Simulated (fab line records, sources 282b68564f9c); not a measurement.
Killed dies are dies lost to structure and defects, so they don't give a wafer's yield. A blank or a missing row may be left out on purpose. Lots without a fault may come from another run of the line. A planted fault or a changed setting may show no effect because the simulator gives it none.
One fault seen from 2 desks | flow rit_cmos | each desk has only its own numbers; what lay behind them comes last

THE METROLOGY DESK
What the gauges read, lot by lot, whatever tool the lot ran on: means of the sampled wafers that have a number. A lot is out of limits, marked OUT, if its mean lies more than 4 standard deviations from the usual mean; the brackets give that distance.
Columns: A = NWELL_TW at RIT_NWELL_TW_MEAS_10, usual 2148; B = NWELL_RS at RIT_WELLDRIVE_RS_MEAS_01, usual 275.5 ohm/sq
lot  | first seen here | A              | B
L853 | day 1 22:23     | 2155           | 275.8
L855 | day 2 12:08     | 2163           | 274.6
L857 | day 2 18:14     | 2153           | 277.1
L858 | day 3 00:53     | 2126           | 275.8
L859 | day 3 05:01     | 2142           | 276.6
L860 | day 3 11:36     | 2157           | 275.5
L863 | day 4 00:29     | 2140           | 274.1
L864 | day 4 08:04     | 2159           | 276.3
L866 | day 4 16:29     | 2136           | 275.4
L867 | day 4 21:50     | 2425 (+17) OUT | 222.5 (-58) OUT
L868 | day 5 04:02     | 2378 (+14) OUT | 223.4 (-57) OUT
L873 | day 6 02:21     | 2147           | 274.9
L874 | day 6 07:14     | 2168           | 275.5
L875 | day 6 12:16     | 2109           | 276.5
This desk's finding: out of limits on L867, L868; first on L867, day 4 21:50 (NWELL_TW at RIT_NWELL_TW_MEAS_10). In limits: L853, L855, L857, L858, L859, L860, L863, L864, L866, L873, L874, L875.

THE TOOL OWNER'S DESK: implanter-01
The tool's own readings at RIT_NWELL_IMPLANT_08: means of the sampled wafers that have a number, for each lot that ran on this tool. A lot is out of limits, marked OUT, if its mean lies more than 4 standard deviations from the usual mean; the brackets give that distance.
Columns: A = dose_ions_cm2 at RIT_NWELL_IMPLANT_08, usual 5.001e+13; B = faraday_current_uA at RIT_NWELL_IMPLANT_08, usual 158
lot  | first seen here | A                           | B
L860 | day 3 11:08     | 4.999e+13                   | 159
L864 | day 4 07:45     | 5.005e+13                   | 159
L867 | day 4 21:32     | 7.099e+13 (+99 or more) OUT | 225 (+22) OUT
L868 | day 5 03:42     | 7.107e+13 (+99 or more) OUT | 230 (+23) OUT
This desk's finding: out of limits on L867, L868; first on L867, day 4 21:32 (dose_ions_cm2 at RIT_NWELL_IMPLANT_08). In limits: L860, L864.

PUT TOGETHER
The tool owner's desk could have raised an alarm at day 4 21:32, on L867, L868.
The metrology desk could have raised an alarm at day 4 21:50, on L867, L868.
Of the lots named, all ran RIT_NWELL_IMPLANT_08 on implanter-01.

WHAT THE SIMULATOR HAD PUT IN
Process parameter drift: implanter-01, from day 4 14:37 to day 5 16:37, at RIT_NWELL_IMPLANT_08. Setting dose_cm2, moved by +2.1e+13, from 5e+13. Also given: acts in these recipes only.
Lots struck among those shown: L867, L868.
Hours from the fault's start to each desk's first reading out of limits: the tool owner's desk, 7; the metrology desk, 7.
